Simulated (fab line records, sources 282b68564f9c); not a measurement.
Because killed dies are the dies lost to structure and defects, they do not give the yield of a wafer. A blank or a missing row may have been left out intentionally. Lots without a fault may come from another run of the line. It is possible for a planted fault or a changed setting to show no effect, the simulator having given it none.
Which tool was responsible?	flow ritCmos	Sampling: 6 lots, 18 wafers, 2 of 202 route steps

## WHAT THE GAUGES SHOWED, per wafer
RIT_SPACER_THK_MEAS_04.
lot	measured	on	SPACER_NITRIDE_THK (nm)
L403	day 3 05:25	filmMetro-01	248.7 248.8 249.1
L405	day 3 15:28	filmMetro-03	245.5 243.9 243.5
L407	day 3 23:51	filmMetro-03	248.6 246.5 249.1
L416	day 5 20:02	filmMetro-01	252.8 252.8 251.3
L419	day 6 10:53	filmMetro-01	246.9 248.9 247.5
L424	day 7 12:43	filmMetro-01	248.4 245.2 246.9

## WHICH TOOL RAN EACH LOT (tool, then ch and the chambers of the sampled wafers, then the start)
lot	RIT_SPACER_CVD_03
L403	lpcvd-02 ch 1, day 3 03:30
L405	lpcvd-01 ch 1, day 3 13:31
L407	lpcvd-01 ch 0, day 3 21:54
L416	lpcvd-02 ch 1, day 5 18:06
L419	lpcvd-02 ch 1, day 6 08:01
L424	lpcvd-02 ch 0, day 7 10:47
- RIT_SPACER_CVD_03: deposits Si3N4 from SiH2Cl2/NH3, target thk 250 nm, time 3300 s.

## THE ANSWER, worked out from the rows above alone
Rule: the usual values come from the lots themselves. Put in order of their means at a reading, lots are off if they are a third of the lots or fewer, leave a main group of 4 or more, and stand apart from it by a gap of 3 or more times the standard deviation of the main group's means; of several such gaps the widest counts. The tables above print the reading to a certain number of digits; a main group whose means all agree to those digits is not used. Also off: a lot with no number at a reading for which 4 or more lots have one. All remaining lots with rows at the step are treated as sound.
Nothing can be told from this: no lot is off at any reading shown.

## WHAT HAD BEEN PUT IN BY THE SIMULATOR
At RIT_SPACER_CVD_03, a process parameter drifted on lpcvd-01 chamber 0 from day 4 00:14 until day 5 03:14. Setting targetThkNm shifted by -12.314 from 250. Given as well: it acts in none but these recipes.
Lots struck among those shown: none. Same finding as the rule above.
